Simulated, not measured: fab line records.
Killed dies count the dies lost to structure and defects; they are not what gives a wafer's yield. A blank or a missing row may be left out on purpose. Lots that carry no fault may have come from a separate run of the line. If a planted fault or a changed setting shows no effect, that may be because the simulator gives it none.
Which of the tools did it?    flow ritCmos    14 lots, 42 wafers sampled, at 2 steps of a route of 202

== WHAT THE GAUGES READ, wafer by wafer ==
RIT_SDANNEAL_RS_MEAS_07: measures by four-point-probe.
lot   measured     on            NLDD_RS (ohm/sq)
L874  day 3 22:25  filmMetro-03  151.7 152.0 152.1
L875  day 4 05:12  filmMetro-02  150.8 150.9 151.2
L876  day 4 10:13  filmMetro-03  151.1 150.9 150.8
L877  day 4 10:22  filmMetro-04  151.5 151.5 151.8
L879  day 4 15:07  filmMetro-04  152.9 152.2 151.5
L881  day 4 21:40  filmMetro-03  152.1 151.4 152.2
L885  day 5 15:38  filmMetro-04  - - -
L886  day 5 19:53  filmMetro-03  - - -
L887  day 6 01:31  filmMetro-04  151.7 151.5 151.5
L888  day 6 08:05  filmMetro-03  151.3 151.2 151.7
L890  day 6 14:03  filmMetro-03  151.5 151.7 151.0
L892  day 7 03:00  filmMetro-04  151.6 152.1 151.9
L894  day 7 09:08  filmMetro-04  150.9 151.1 150.7
L897  day 8 01:42  filmMetro-04  151.1 151.7 151.4

== WHICH TOOL RAN EACH LOT (tool, then ch and the chambers of the sampled wafers, then the start) ==
lot   RIT_NLDD_IMPLANT_08
L874  implanter-04 ch 0, day 3 13:59
L875  implanter-02 ch 0, day 3 20:42
L876  implanter-04 ch 0, day 4 01:11
L877  implanter-02 ch 0, day 4 01:41
L879  implanter-04 ch 0, day 4 06:33
L881  implanter-01 ch 0, day 4 13:20
L885  implanter-04 ch 0, day 5 07:11
L886  implanter-04 ch 0, day 5 11:46
L887  implanter-01 ch 0, day 5 17:22
L888  implanter-01 ch 0, day 5 22:59
L890  implanter-02 ch 0, day 6 05:24
L892  implanter-02 ch 0, day 6 18:25
L894  implanter-01 ch 0, day 7 00:19
L897  implanter-01 ch 0, day 7 17:47
- RIT_NLDD_IMPLANT_08

== AS READ BY THE TOOLS THEMSELVES (means over the sampled wafers that have a number; for cases with no such wafer, the mark the record gives instead) ==
RIT_NLDD_IMPLANT_08.
lot   tool          tiltDeg (degrees)
L874  implanter-04  7.014
L875  implanter-02  6.988
L876  implanter-04  6.995
L877  implanter-02  6.994
L879  implanter-04  6.964
L881  implanter-01  6.975
L885  implanter-04  3.085
L886  implanter-04  3.097
L887  implanter-01  6.996
L888  implanter-01  6.990
L890  implanter-02  6.985
L892  implanter-02  6.990
L894  implanter-01  7.027
L897  implanter-01  6.965

== THE ANSWER, worked out from the rows above alone ==
Rule: the lots themselves supply what counts as usual. Put in order of their means at a reading, lots are off if they are a third of the lots or fewer, leave a main group of 4 or more, and stand apart from it by a gap of 3 or more times the standard deviation of the main group's means; of several such gaps the widest counts. A main group whose means are all the same, to the digits that the tables above print for the reading, isn't used. Also off: a lot with no number at a reading for which 4 or more lots have one. Any other lot the step has rows for is counted as sound. First the gauges in route order, then the tools' own readings, where a lot's mean is used as printed above. The first step at which some lot is off is used, and at that step the reading that is off furthest; a lot without a number counts as furthest.
Off: at RIT_SDANNEAL_RS_MEAS_07 (NLDD_RS), L885, L886. Without a number there: L885, L886. For the main group the mean is 151.5 ohm/sq and the standard deviation 0.41.
A tool fits if, at a process step before that reading, it ran every lot that is off, and no sound lot after the first of them. The gauges at RIT_SDANNEAL_RS_MEAS_07 aren't tried: what is off there is off at RIT_NLDD_IMPLANT_08 too, on other tools, and a gauge's error can't cause that. One fits: implanter-04 at RIT_NLDD_IMPLANT_08. Its last sound lot is L879 (day 4 06:33), its first lot that is off L885 (day 5 07:11): a fault that began between those two fits.
The tool's own readings at RIT_NLDD_IMPLANT_08 bear it out: on the lots that are off they differ by more than 5 times the standard deviation of the sound lots' means. tiltDeg reads 3.091 degrees there against 6.990 degrees on the sound lots.

== WHAT HAD BEEN PUT IN BY THE SIMULATOR ==
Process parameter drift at RIT_NLDD_IMPLANT_08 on implanter-04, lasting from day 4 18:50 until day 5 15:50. From 7, the setting tiltDeg moved by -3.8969. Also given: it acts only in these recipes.
Shown lots that were struck: L885, L886. This agrees with what the rule above found.
